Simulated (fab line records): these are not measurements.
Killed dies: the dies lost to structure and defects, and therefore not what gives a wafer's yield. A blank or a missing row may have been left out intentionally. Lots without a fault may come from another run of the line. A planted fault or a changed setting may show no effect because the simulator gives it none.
What tool caused it? || flow berkeley_cmos170 || 15 lots, 39 wafers sampled, at 2 steps of a route of 331

== WHAT THE GAUGES SHOWED, per wafer ==
UCB170_V2_THK_MEAS_01. Usual: V2_TEOS_THK 1988 nm, standard deviation 25.
{"lot": "L383", "measured": "day 8 23:53", "on": "film_metro-03", "V2_TEOS_THK (nm)": "1996 1964 1983", "flag": ""}
{"lot": "L384", "measured": "day 9 00:26", "on": "film_metro-03", "V2_TEOS_THK (nm)": "2010 2004 2030", "flag": ""}
{"lot": "L385", "measured": "day 9 10:28", "on": "film_metro-03", "V2_TEOS_THK (nm)": "1965 1988 2016", "flag": ""}
{"lot": "L386", "measured": "day 9 12:01", "on": "film_metro-04", "V2_TEOS_THK (nm)": "2020 2006 2044", "flag": ""}
{"lot": "L387", "measured": "day 9 19:17", "on": "film_metro-04", "V2_TEOS_THK (nm)": "1982 1995 1978", "flag": ""}
{"lot": "L391", "measured": "day 10 08:49", "on": "film_metro-03", "V2_TEOS_THK (nm)": 1996, "flag": ""}
{"lot": "L389", "measured": "day 10 11:07", "on": "film_metro-01", "V2_TEOS_THK (nm)": 2008, "flag": ""}
{"lot": "L394", "measured": "day 10 20:17", "on": "film_metro-01", "V2_TEOS_THK (nm)": "1960 1970 2004", "flag": ""}
{"lot": "L393", "measured": "day 10 23:14", "on": "film_metro-04", "V2_TEOS_THK (nm)": 2021, "flag": ""}
{"lot": "L397", "measured": "day 11 08:39", "on": "film_metro-03", "V2_TEOS_THK (nm)": "1972 1993 2001", "flag": ""}
{"lot": "L395", "measured": "day 11 11:14", "on": "film_metro-01", "V2_TEOS_THK (nm)": "1972 2035 2018", "flag": ""}
{"lot": "L400", "measured": "day 12 11:41", "on": "film_metro-04", "V2_TEOS_THK (nm)": "1937 1991 2004", "flag": ""}
{"lot": "L402", "measured": "day 12 17:40", "on": "film_metro-03", "V2_TEOS_THK (nm)": "1986 2003 2015", "flag": ""}
{"lot": "L403", "measured": "day 13 20:10", "on": "film_metro-03", "V2_TEOS_THK (nm)": "1943 1965 1965", "flag": ""}
{"lot": "L405", "measured": "day 14 00:17", "on": "film_metro-01", "V2_TEOS_THK (nm)": "1983 1992 2004", "flag": ""}

== WHAT TOOL EACH LOT RAN ON (gives the tool, then ch and the chambers of the sampled wafers, and finally the start) ==
{"lot": "L383", "UCB170_M2_STRIP_19": "plasma_asher-04 ch 1, day 8 23:31"}
{"lot": "L384", "UCB170_M2_STRIP_19": "plasma_asher-03 ch 0,1, day 9 00:02"}
{"lot": "L385", "UCB170_M2_STRIP_19": "plasma_asher-04 ch 0, day 9 10:03"}
{"lot": "L386", "UCB170_M2_STRIP_19": "plasma_asher-03 ch 0,1, day 9 11:38"}
{"lot": "L387", "UCB170_M2_STRIP_19": "plasma_asher-04 ch 0,1, day 9 18:55"}
{"lot": "L391", "UCB170_M2_STRIP_19": "plasma_asher-03 ch 1, day 10 08:26"}
{"lot": "L389", "UCB170_M2_STRIP_19": "plasma_asher-04 ch 0, day 10 10:45"}
{"lot": "L394", "UCB170_M2_STRIP_19": "plasma_asher-04 ch 0,1, day 10 19:54"}
{"lot": "L393", "UCB170_M2_STRIP_19": "plasma_asher-04 ch 0, day 10 22:52"}
{"lot": "L397", "UCB170_M2_STRIP_19": "plasma_asher-01 ch 0,1, day 11 08:16"}
{"lot": "L395", "UCB170_M2_STRIP_19": "plasma_asher-01 ch 0,1, day 11 10:48"}
{"lot": "L400", "UCB170_M2_STRIP_19": "plasma_asher-01 ch 0,1, day 12 11:19"}
{"lot": "L402", "UCB170_M2_STRIP_19": "plasma_asher-04 ch 0,1, day 12 17:17"}
{"lot": "L403", "UCB170_M2_STRIP_19": "plasma_asher-03 ch 0,1, day 13 19:47"}
{"lot": "L405", "UCB170_M2_STRIP_19": "plasma_asher-03 ch 0,1, day 13 23:55"}
- UCB170_M2_STRIP_19: strips in O2.

== WHAT THE TOOLS THEMSELVES READ (means of the sampled wafers that have a number; where no wafer has one, the mark that the record gives instead) ==
UCB170_M2_STRIP_19. Usual: drypump_motor_current_A 5.50 A, standard deviation 0.16; o2_flow_sccm 399.8 sccm, standard deviation 1.2; oes_product_au 0.567 a.u., standard deviation 0.016.
{"lot": "L383", "tool": "plasma_asher-04", "drypump_motor_current_A (A)": 5.49, "o2_flow_sccm (sccm)": 400.7, "oes_product_au (a.u.)": 0.585, "flag": ""}
{"lot": "L384", "tool": "plasma_asher-03", "drypump_motor_current_A (A)": 5.45, "o2_flow_sccm (sccm)": 399.0, "oes_product_au (a.u.)": 0.558, "flag": ""}
{"lot": "L385", "tool": "plasma_asher-04", "drypump_motor_current_A (A)": 5.83, "o2_flow_sccm (sccm)": 400.2, "oes_product_au (a.u.)": 0.570, "flag": ""}
{"lot": "L386", "tool": "plasma_asher-03", "drypump_motor_current_A (A)": 5.40, "o2_flow_sccm (sccm)": 399.8, "oes_product_au (a.u.)": 0.580, "flag": ""}
{"lot": "L387", "tool": "plasma_asher-04", "drypump_motor_current_A (A)": 5.59, "o2_flow_sccm (sccm)": 399.3, "oes_product_au (a.u.)": 0.577, "flag": ""}
{"lot": "L391", "tool": "plasma_asher-03", "drypump_motor_current_A (A)": 5.36, "o2_flow_sccm (sccm)": 399.7, "oes_product_au (a.u.)": 0.572, "flag": ""}
{"lot": "L389", "tool": "plasma_asher-04", "drypump_motor_current_A (A)": 5.81, "o2_flow_sccm (sccm)": 400.4, "oes_product_au (a.u.)": 0.592, "flag": ""}
{"lot": "L394", "tool": "plasma_asher-04", "drypump_motor_current_A (A)": 5.72, "o2_flow_sccm (sccm)": 400.7, "oes_product_au (a.u.)": 0.590, "flag": ""}
{"lot": "L393", "tool": "plasma_asher-04", "drypump_motor_current_A (A)": 5.83, "o2_flow_sccm (sccm)": 399.9, "oes_product_au (a.u.)": 0.556, "flag": ""}
{"lot": "L397", "tool": "plasma_asher-01", "drypump_motor_current_A (A)": 5.41, "o2_flow_sccm (sccm)": 399.3, "oes_product_au (a.u.)": 0.571, "flag": ""}
{"lot": "L395", "tool": "plasma_asher-01", "drypump_motor_current_A (A)": 5.42, "o2_flow_sccm (sccm)": 400.9, "oes_product_au (a.u.)": 0.559, "flag": ""}
{"lot": "L400", "tool": "plasma_asher-01", "drypump_motor_current_A (A)": 5.43, "o2_flow_sccm (sccm)": 399.2, "oes_product_au (a.u.)": 0.568, "flag": ""}
{"lot": "L402", "tool": "plasma_asher-04", "drypump_motor_current_A (A)": 5.71, "o2_flow_sccm (sccm)": 401.4, "oes_product_au (a.u.)": 0.554, "flag": ""}
{"lot": "L403", "tool": "plasma_asher-03", "drypump_motor_current_A (A)": 5.40, "o2_flow_sccm (sccm)": 399.5, "oes_product_au (a.u.)": 0.566, "flag": ""}
{"lot": "L405", "tool": "plasma_asher-03", "drypump_motor_current_A (A)": 5.46, "o2_flow_sccm (sccm)": 398.3, "oes_product_au (a.u.)": 0.548, "flag": ""}

== THE ANSWER, worked out from the rows above alone ==
Rule: a lot counts as off when the mean over its wafers that have a number is more than 3 standard deviations away from the usual mean. A lot without any number at a reading at which 4 lots or more have one is off too. All remaining lots with rows at the step are treated as sound. The gauges are gone through in route order, then the tools' own readings, and for those a lot's mean is taken as printed above. At the first step where some lot is off, the reading lying furthest off is the one used; lots without a number count as furthest.
No lot is off at any reading shown: from this, nothing can be told.

== WHAT HAD BEEN PUT IN BY THE SIMULATOR ==
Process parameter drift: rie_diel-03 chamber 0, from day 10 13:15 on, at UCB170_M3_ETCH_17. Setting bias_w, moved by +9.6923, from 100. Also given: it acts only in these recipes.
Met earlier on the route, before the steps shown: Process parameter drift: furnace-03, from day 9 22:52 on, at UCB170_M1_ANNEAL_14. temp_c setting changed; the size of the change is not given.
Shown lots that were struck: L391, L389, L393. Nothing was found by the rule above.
